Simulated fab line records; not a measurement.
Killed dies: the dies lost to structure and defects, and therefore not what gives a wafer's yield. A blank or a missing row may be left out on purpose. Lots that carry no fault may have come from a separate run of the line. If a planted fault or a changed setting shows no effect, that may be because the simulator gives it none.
Split-lot trial | flow rit cmos | 23 wafers read from 5 lots, route of 202 steps

== THE SPLIT ==
At RIT_GATE_CVD_08 (deposits poly-Si from SiH4, target thk 250 nm, time 2220 s), the setting temp c was moved away from the recipe's 610 C on 15 of the 23 wafers read, by -1.5% to +2.6%. All remaining wafers had this setting at the recipe value.

== FROM THE SPLIT TO THE READING: what the file shows between them, 4 steps ==
- RIT_GATE_THK_MEAS_09
- RIT_GATE_DEVELOP_15: develop time 50 s (also split here: develop time s)
- RIT_GATE_CD_MEAS_16: target cd 150 nm
- RIT_GATE_HARDBAKE_18: time 60 s

== THE READING ==
oes product au, in a.u., at RIT_GATE_ETCH_19 (etches poly-Si in SF6/CHF3/O2, stops on SiO2, time 165 s, target depth 312.5 nm). On this fab line, fault-free wafers typically give 0.846 a.u. with a standard deviation of 0.0097 a.u.

wafer  | tool, chamber at the split | temp c as run, C | against the recipe | oes product au, a.u. | against lot-mates on the recipe
L081.1 | -, -                       | 625.7            | +2.6%              | 0.980                | no lot-mate on the recipe
L081.2 | -, -                       | 625.7            | +2.6%              | 0.959                | no lot-mate on the recipe
L081.3 | -, -                       | 625.7            | +2.6%              | 1.015                | no lot-mate on the recipe
L081.4 | -, -                       | 625.7            | +2.6%              | 1.009                | no lot-mate on the recipe
L081.6 | -, -                       | 625.7            | +2.6%              | 1.004                | no lot-mate on the recipe
L082.3 | lpcvd-02, 0                | 610              | recipe             | 0.853                | -
L082.5 | lpcvd-02, 0                | 610              | recipe             | 0.846                | -
L082.6 | lpcvd-02, 0                | 610              | recipe             | 0.831                | -
L083.1 | -, -                       | 617.8            | +1.3%              | 0.966                | no lot-mate on the recipe
L083.2 | -, -                       | 617.8            | +1.3%              | 0.954                | no lot-mate on the recipe
L083.3 | -, -                       | 617.8            | +1.3%              | 0.961                | no lot-mate on the recipe
L083.4 | -, -                       | 617.8            | +1.3%              | 0.948                | no lot-mate on the recipe
L083.5 | -, -                       | 617.8            | +1.3%              | 0.973                | no lot-mate on the recipe
L084.1 | -, -                       | 610              | recipe             | 0.834                | -
L084.2 | -, -                       | 610              | recipe             | 0.852                | -
L084.3 | -, -                       | 610              | recipe             | 0.843                | -
L084.4 | -, -                       | 610              | recipe             | 0.843                | -
L084.5 | -, -                       | 610              | recipe             | 0.837                | -
L085.1 | -, -                       | 600.9            | -1.5%              | 0.720                | no lot-mate on the recipe
L085.2 | -, -                       | 600.9            | -1.5%              | 0.733                | no lot-mate on the recipe
L085.4 | -, -                       | 600.9            | -1.5%              | 0.726                | no lot-mate on the recipe
L085.5 | -, -                       | 600.9            | -1.5%              | 0.716                | no lot-mate on the recipe
L085.6 | -, -                       | 600.9            | -1.5%              | 0.728                | no lot-mate on the recipe

FIT RESULTS
A straight line over all 23 wafers: oes product au changes by +0.0688 a.u. for each +1% of temp c; r = +0.97; the points scatter about the line by 0.024 a.u.
Too few moved wafers have a lot-mate on the recipe to fit a line with each lot's own level taken away.

== THE WHOLE CHAIN: every reading that the file lists as answering this split, in the file's order ==
step                 | what it does                                                                    | reading                                                                        | change (the file's fit)                  | r (the file's)
RIT_GATE_CVD_08      | deposits poly-Si from SiH4, target thk 250 nm, time 2220 s                      | poly-Si_of_GATE_CVD_08.thk nm (the simulator's own value, which no gauge read) | +39.5 nm for each +1% of the setting     | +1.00
RIT_GATE_THK_MEAS_09 |                                                                                 | GATE_POLY_THK                                                                  | +39.6 for each +1% of the setting        | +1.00
RIT_GATE_ETCH_19     | etches poly-Si in SF6/CHF3/O2, stops on SiO2, time 165 s, target depth 312.5 nm | oes product au                                                                 | +0.0688 a.u. for each +1% of the setting | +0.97
RIT_GATE_ETCH_19     | etches poly-Si in SF6/CHF3/O2, stops on SiO2, time 165 s, target depth 312.5 nm | etch.depth nm (the simulator's own value, which no gauge read)                 | +28.5 nm for each +1% of the setting     | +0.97
RIT_GATE_ETCH_19     | etches poly-Si in SF6/CHF3/O2, stops on SiO2, time 165 s, target depth 312.5 nm | GATE.feature depth nm (the simulator's own value, which no gauge read)         | +28.5 nm for each +1% of the setting     | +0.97

== THE FILE'S OWN FIT ==
oes product au changes by +0.0688 a.u. for each +1% of temp c, r = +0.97.
